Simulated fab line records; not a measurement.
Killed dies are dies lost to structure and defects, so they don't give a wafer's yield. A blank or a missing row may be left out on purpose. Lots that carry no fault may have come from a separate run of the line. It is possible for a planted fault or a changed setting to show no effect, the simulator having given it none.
Code-filled problem report in 8D (eight disciplines) form / flow berkeleyCmos170 / the parts of the form that need people (team, actions taken, sign-off) are left out

1. PROBLEM STATEMENT
Wafers without a fault read 0.993 a.u., standard deviation 0.023; oesProductAu at UCB170_M1_ETCH_11 reads a mean of 1.443 a.u. on 6 wafers belonging to 2 lots. Measured from the usual mean, that is +20 standard deviations.
The step: etches BARC in N2/H2.
First seen on wafer L152.4, day 11 12:52, on rieDiel-04. At this step, 18 wafers from 6 lots have a number in the record. The rule behind "out" and "out of limits": a value lying over 4 standard deviations away from the usual mean. Any other wafer with a number is counted as sound.

2. WHAT THIS IS AND IS NOT
question=which readings at this step | is=oesProductAu | is not=biasW, drypumpMotorCurrentA, throttleValvePct
question=which lots | is=L152, L153 | is not=L133, L149, L155, L156
question=which wafers of those lots | is=all that have a number | is not=-
question=read on which tools | is=rieDiel-04 | is not=rieDiel-02
question=when | is=from day 11 12:52 | is not=up to then (6 sound wafers); but 6 sound wafers of L155, L156 came after

3. SUSPECTS, AND WHAT RULES EACH OUT
Counting: any tool at a process step up to the reading is kept as a suspect provided that every lot that is out went through it and no sound lot did after the first of them.
- rieDiel-04 at UCB170_M1_ETCH_11 (etches BARC in N2/H2): kept. It ran every lot that is out, first L152 (day 11 12:52), and no sound lot after that; its last sound lot up to then is L149 (day 10 12:22). Out on those wafers are its own readings of oesProductAu.
Remaining after the count: rieDiel-04 at UCB170_M1_ETCH_11.

4. THE CAUSE (what the simulator had put in)
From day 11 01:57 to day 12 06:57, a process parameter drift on rieDiel-04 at UCB170_M1_ETCH_11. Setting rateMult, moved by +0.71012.
After counting, this tool was the only one left.

5. SEQUENCE OF EFFECTS, ordered by route
One row per reading whose mean, taken over the struck wafers that have a number, lies over 3 standard deviations from the usual. Scope: only readings with a usual standard deviation given in the record; hours: median across lots of the time from each lot's start at the first step in this table that gives one to its start at this step; sigmas: change in usual standard deviations.
hours=0; step=UCB170_M1_ETCH_11; reading=oesProductAu; usual=0.993 a.u.; on struck wafers=1.443; change=+0.450; sigmas=+20
Process steps it contains:
- UCB170_M1_ETCH_11: etches BARC in N2/H2.

6. HOW IT WOULD HAVE BEEN CAUGHT EARLIER
In this record the first reading out of limits was taken at day 11 12:52, 11 hours after the fault began at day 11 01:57.
